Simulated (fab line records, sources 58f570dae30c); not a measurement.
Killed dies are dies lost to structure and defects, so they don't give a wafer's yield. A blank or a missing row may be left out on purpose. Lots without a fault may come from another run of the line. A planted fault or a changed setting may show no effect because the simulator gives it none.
A struck lot beside a sound one | flow berkeley_cmos170 | 22 steps out of a route of 331
Sound: wafers L180.3, L180.4, L180.6. Struck: wafers L186.1, L186.3, L186.4. The cause comes at the end.
At each step with rows: each side's tool, then ch and its chambers, then its first start. Under that, the readings that differ: sound wafers | struck wafers | difference of the means | sigmas: that difference in standard deviations of wafers without a fault.
alike: readings whose means differ by less than 2 such deviations, and words and numbers that are the same on both sides. not compared: withheld readings, readings that some wafer has no value for, bounds like >300 that may hide the same value, and numbers for which the record gives no deviation and whose values overlap.
The two part at a step that has a row with sigmas, a row that says differs or no value, or rows on one side only. Numbers that don't overlap but have no deviation are shown without sigmas and don't part them. A reading that every wafer of one side lacks parts them only if that side has two wafers or more.

first, 6 steps without rows for these wafers: UCB170_ZERO_HMDS_00 (prime time 60 s); UCB170_ZERO_COAT_01 (resist thk 900 nm); UCB170_ZERO_SOFTBAKE_02 (time 60 s); UCB170_ZERO_EXPOSE_03 (exposes mask PM MARKS, target cd 4000 nm); UCB170_ZERO_PEB_04; UCB170_ZERO_DEVELOP_05 (develop time 45 s).
UCB170_ZERO_ETCH_06: etches SiO2 in CHF3/CF4/Ar, time 12 s.
  sound on rie_diel-01 ch 0,2, day 3 06:47; struck on rie_diel-03 ch 0,1,3, day 4 12:50
  alike: drypump_motor_current_A, mfc_ar_sccm, oes_product_au, throttle_valve_pct
  not compared: rf_hours_counter_h
UCB170_ZERO_STRIP_07: strips in O2.
  sound on plasma_asher-01 ch 0,1, day 3 06:50; struck on plasma_asher-01 ch 0,1, day 4 12:51
  reading               | sound             | struck            | difference | sigmas
  oes_product_au (a.u.) | 0.739 0.736 0.735 | 0.733 0.720 0.720 | -0.012     | -3
  alike: drypump_motor_current_A, strip_time_to_endpoint_s
  not compared: rf_hours_counter_h
then, 2 steps without rows for these wafers: UCB170_NWELL_WET_ETCH_00 (etches SiO2 in dHF, time 200 s); UCB170_NWELL_OXIDATION_01 (target thk 26.4 nm, ox time 1260 s).
UCB170_NWELL_THK_MEAS_02:
  sound on film_metro-02, day 3 08:26; struck on film_metro-03, day 4 18:25
  alike: NWELL_OXIDE_THK
then, 1 step without rows for these wafers: UCB170_NWELL_ANNEAL_03 (time 900 s).
UCB170_NWELL_CVD_04: deposits Si3N4 from SiH2Cl2/NH3, target thk 224 nm, time 3360 s.
  sound on lpcvd-01 ch 1, day 3 12:37; struck on lpcvd-01 ch 0, day 4 22:57
  reading                                 | sound             | struck            | difference | sigmas
  nh3_flow_sccm (sccm)                    | 75.32 75.37 75.47 | 89.72 89.94 90.17 | +14.56     | +58
  model.Si3N4_of_NWELL_CVD_04.thk_nm (nm) | 225.1 223.1 223.5 | 256.1 257.3 255.6 | +32.4      |
UCB170_NWELL_THK_MEAS_05:
  sound on film_metro-04, day 3 14:34; struck on film_metro-03, day 5 01:11
  reading                | sound             | struck            | difference | sigmas
  NWELL_NITRIDE_THK (nm) | 225.1 223.1 223.5 | 256.1 257.3 255.7 | +32.5      | +17
  not compared: hold
then, 5 steps without rows for these wafers: UCB170_NWELL_COAT_07 (resist thk 900 nm); UCB170_NWELL_SOFTBAKE_08 (time 60 s); UCB170_NWELL_EXPOSE_09 (exposes mask NWELL, target cd 3000 nm); UCB170_NWELL_PEB_10; UCB170_NWELL_DEVELOP_11 (develop time 45 s).
UCB170_NWELL_OVL_MEAS_12:
  sound on overlay-02, day 3 16:15; struck on overlay-01, day 5 07:16
  alike: NWELL_OVL
UCB170_NWELL_ETCH_13: etches Si3N4 in CH3F/Ar/O2, stops on SiO2, target depth 246.4 nm, time 154 s.
  sound on rie_diel-04 ch 0,2,3, day 3 16:16; struck on rie_diel-02 ch 1,2,3, day 5 07:18
  reading                  | sound             | struck            | difference | sigmas
  oes_product_au (a.u.)    | 0.951 0.938 0.945 | 0.983 0.983 0.971 | +0.034     | +3
  model.etch.depth_nm (nm) | 225.1 223.1 223.5 | 241.8 249.8 245.6 | +21.8      |
  alike: CH3F_flow_sccm, O2_flow_sccm, drypump_motor_current_A, mfc_ar_sccm, throttle_valve_pct
  not compared: rf_hours_counter_h
then, 1 step without rows for these wafers: UCB170_NWELL_IMPLANT_14.

WHERE THEY PART
First at UCB170_ZERO_STRIP_07; last, within this record, at UCB170_NWELL_ETCH_13.

WHY: what the simulator had put in
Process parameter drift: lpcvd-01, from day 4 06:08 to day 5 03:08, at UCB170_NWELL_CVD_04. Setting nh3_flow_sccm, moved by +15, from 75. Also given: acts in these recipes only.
